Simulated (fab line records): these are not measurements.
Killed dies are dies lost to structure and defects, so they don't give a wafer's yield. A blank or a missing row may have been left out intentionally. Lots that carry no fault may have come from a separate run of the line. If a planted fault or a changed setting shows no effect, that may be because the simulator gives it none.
The tool behind it: which one? | flow berkeley cmos170 | 14 lots with 42 wafers sampled at 6 steps, on a route of 331 steps

## WHAT THE GAUGES SHOWED, per wafer
UCB170_ACTIVE_OVL_MEAS_14. Usual: ACTIVE_OVL gives 0 nm (standard deviation 4.5).
lot  | measured    | on         | ACTIVE_OVL (nm) | flag
L425 | day 3 23:34 | overlay-01 | -3 -7 1         |
L426 | day 4 13:07 | overlay-01 | 6 4 5           |
L427 | day 4 21:16 | overlay-01 | -1 -2 -2        |
L429 | day 5 03:19 | overlay-01 | -9 -2 3         |
L428 | day 5 03:33 | overlay-02 | -5 -3 -3        |
L431 | day 5 11:55 | overlay-01 | -2 3 -6         |
L433 | day 5 18:08 | overlay-02 | 7 8 14          |
L430 | day 5 18:55 | overlay-02 | -2 -3 -2        |
L435 | day 6 00:02 | overlay-01 | -2 -1 5         |
L436 | day 6 06:14 | overlay-02 | 11 0 5          |
L440 | day 7 03:31 | overlay-01 | -8 -6 -9        |
L441 | day 7 15:35 | overlay-02 | 6 8 1           |
L443 | day 8 01:17 | overlay-02 | 0 2 -5          |
L448 | day 9 02:14 | overlay-01 | -7 -7 3         |

UCB170_V1_OVL_MEAS_13. Usual: V1_OVL gives 4 nm (standard deviation 5).
lot  | measured     | on         | V1_OVL (nm) | flag
L425 | day 7 04:48  | overlay-02 | -4 3 3      |
L426 | day 7 19:54  | overlay-02 | 2 6 3       |
L427 | day 8 05:34  | overlay-02 | 5 6 1       |
L429 | day 8 15:33  | overlay-01 | 5 7 -1      |
L428 | day 8 15:26  | overlay-02 | 0 4 4       |
L431 | day 8 15:55  | overlay-01 | -1 8 -8     |
L433 | day 9 04:23  | overlay-02 | 12 15 12    |
L430 | day 9 06:36  | overlay-01 | 9 1 8       |
L435 | day 9 04:40  | overlay-01 | 4 2 3       |
L436 | day 9 18:05  | overlay-02 | 6 6 -5      |
L440 | day 10 12:04 | overlay-01 | 1 6 4       |
L441 | day 10 12:19 | overlay-01 | 6 5 10      |
L443 | day 11 03:23 | overlay-01 | 3 3 0       |
L448 | day 12 01:36 | overlay-01 | -4 6 4      |

UCB170_M3_RS_MEAS_02: the measuring method here is four-point-probe. Usual: M3_AL_RS gives 0.0321 ohm/sq (standard deviation 0.00032).
lot  | measured     | on            | M3_AL_RS (ohm/sq)    | flag
L425 | day 7 14:02  | film metro-04 | 0.0321 0.0320 0.0321 |
L426 | day 8 01:54  | film metro-03 | 0.0322 0.0322 0.0321 |
L427 | day 8 13:56  | film metro-03 | 0.0320 0.0322 0.0318 |
L429 | day 9 03:50  | film metro-04 | 0.0320 0.0319 0.0318 |
L428 | day 9 03:42  | film metro-01 | 0.0320 0.0323 0.0320 |
L431 | day 9 03:46  | film metro-03 | 0.0322 0.0322 0.0322 |
L433 | day 9 12:07  | film metro-01 | 0.0317 0.0317 0.0318 |
L430 | day 9 13:24  | film metro-01 | 0.0318 0.0321 0.0318 |
L435 | day 9 12:41  | film metro-03 | 0.0324 0.0329 0.0323 |
L436 | day 10 00:04 | film metro-01 | 0.0325 0.0324 0.0327 |
L440 | day 10 18:22 | film metro-01 | 0.0326 0.0322 0.0324 |
L441 | day 10 18:43 | film metro-03 | 0.0325 0.0281 0.0324 | OFF
L443 | day 11 09:07 | film metro-03 | 0.0320 0.0319 0.0278 | OFF
L448 | day 12 07:14 | film metro-03 | 0.0321 0.0318 0.0317 |

UCB170_M3_THK_MEAS_03: measures by xrf. Usual: M3_AL_THK gives 891 nm (standard deviation 9.6).
lot  | measured     | on            | M3_AL_THK (nm) | flag
L425 | day 7 14:09  | film metro-04 | 891 885 887    |
L426 | day 8 02:01  | film metro-03 | 888 890 895    |
L427 | day 8 14:03  | film metro-03 | 895 890 900    |
L429 | day 9 03:57  | film metro-04 | 897 896 903    |
L428 | day 9 03:49  | film metro-01 | 896 888 895    |
L431 | day 9 03:52  | film metro-03 | 888 885 881    |
L433 | day 9 12:14  | film metro-01 | 905 905 903    |
L430 | day 9 13:31  | film metro-01 | 905 890 904    |
L435 | day 9 12:49  | film metro-03 | 874 869 879    |
L436 | day 10 00:11 | film metro-01 | 882 879 883    |
L440 | day 10 18:28 | film metro-01 | 877 889 886    |
L441 | day 10 18:50 | film metro-03 | 884 1020 888   | OFF
L443 | day 11 09:14 | film metro-03 | 885 889 1023   | OFF
L448 | day 12 07:20 | film metro-03 | 890 896 891    |

## EACH LOT AND THE TOOL THAT RAN IT (in order: tool; ch and the chambers of the sampled wafers; start)
lot  | UCB170_V1_CMP_02              | UCB170_M3_SPUTTER_01
L425 | cmp-02 ch 0,1,3, day 7 01:45  | pvd sputter-01, day 7 13:56
L426 | cmp-01 ch 2,3, day 7 17:05    | pvd sputter-02, day 8 01:47
L427 | cmp-02 ch 1,2,3, day 8 03:22  | pvd sputter-02, day 8 13:51
L429 | cmp-02 ch 2,3, day 8 13:45    | pvd sputter-01, day 9 03:44
L428 | cmp-01 ch 2,3, day 8 13:30    | pvd sputter-02, day 9 03:37
L431 | cmp-01 ch 0,2,3, day 8 13:48  | pvd sputter-04, day 9 03:40
L433 | cmp-02 ch 0,2, day 9 00:11    | pvd sputter-01, day 9 12:02
L430 | cmp-01 ch 0,2,3, day 9 02:43  | pvd sputter-02, day 9 13:19
L435 | cmp-02 ch 0,1,2, day 8 23:53  | pvd sputter-04, day 9 12:37
L436 | cmp-02 ch 1,3, day 9 16:16    | pvd sputter-04, day 9 23:58
L440 | cmp-01 ch 1,2,3, day 10 08:55 | pvd sputter-02, day 10 18:16
L441 | cmp-02 ch 0,3, day 10 09:10   | pvd sputter-01, day 10 18:35
L443 | cmp-02 ch 1,2, day 11 01:37   | pvd sputter-01, day 11 09:02
L448 | cmp-01 ch 0,1,3, day 11 23:50 | pvd sputter-02, day 12 07:07
- UCB170_V1_CMP_02: polishes SiO2.
- UCB170_M3_SPUTTER_01: material Al, target thk 900 nm, time 120 s.

## WHAT THE TOOLS THEMSELVES READ (means of the sampled wafers that have a number; where no wafer has one, the mark that the record gives instead)
UCB170_V1_CMP_02. Usual: 16.6 A for motor current A, sd 1.8.
lot  | tool   | motor current A (A) | flag
L425 | cmp-02 | 16.3                |
L426 | cmp-01 | 13.6                |
L427 | cmp-02 | 16.5                |
L429 | cmp-02 | 17.2                |
L428 | cmp-01 | 14.4                |
L431 | cmp-01 | 14.8                |
L433 | cmp-02 | 17.6                |
L430 | cmp-01 | 14.8                |
L435 | cmp-02 | 16.8                |
L436 | cmp-02 | 16.1                |
L440 | cmp-01 | 16.1                |
L441 | cmp-02 | 16.1                |
L443 | cmp-02 | 16.9                |
L448 | cmp-01 | 16.5                |

UCB170_M3_SPUTTER_01. Usual: 30.2 % for throttle valve pct, sd 0.74.
lot  | tool           | throttle valve pct (%) | flag
L425 | pvd sputter-01 | 30.3                   |
L426 | pvd sputter-02 | 31.0                   |
L427 | pvd sputter-02 | 30.7                   |
L429 | pvd sputter-01 | 30.4                   |
L428 | pvd sputter-02 | 30.7                   |
L431 | pvd sputter-04 | 29.7                   |
L433 | pvd sputter-01 | 30.3                   |
L430 | pvd sputter-02 | 30.6                   |
L435 | pvd sputter-04 | 29.7                   |
L436 | pvd sputter-04 | 28.8                   |
L440 | pvd sputter-02 | 30.5                   |
L441 | pvd sputter-01 | 30.4                   |
L443 | pvd sputter-01 | 30.5                   |
L448 | pvd sputter-02 | 30.7                   |

## THE ANSWER, worked out from the rows above alone
Rule: take the mean of a lot's wafers that have a number; if it is more than 3 standard deviations from the usual mean, the lot is off. Also off: a lot with no number at a reading for which 4 or more lots have one. The other lots that the step has rows for count as sound. First the gauges in route order, then the tools' own readings, where a lot's mean is used as printed above. The first step at which some lot is off is used, and at that step the reading that is off furthest; a lot without a number counts as furthest.
Off: L441, L443, seen at UCB170_M3_RS_MEAS_02 (M3_AL_RS).
If a tool, at a process step before that reading, ran all the lots that are off and no sound lot after the first of them, it fits. Gauges at UCB170_M3_RS_MEAS_02: tried the same way as those tools. This does not decide it: 2 tools fit, namely cmp-02 at UCB170_V1_CMP_02 and pvd sputter-01 at UCB170_M3_SPUTTER_01.

## WHAT WAS PUT IN BY THE SIMULATOR
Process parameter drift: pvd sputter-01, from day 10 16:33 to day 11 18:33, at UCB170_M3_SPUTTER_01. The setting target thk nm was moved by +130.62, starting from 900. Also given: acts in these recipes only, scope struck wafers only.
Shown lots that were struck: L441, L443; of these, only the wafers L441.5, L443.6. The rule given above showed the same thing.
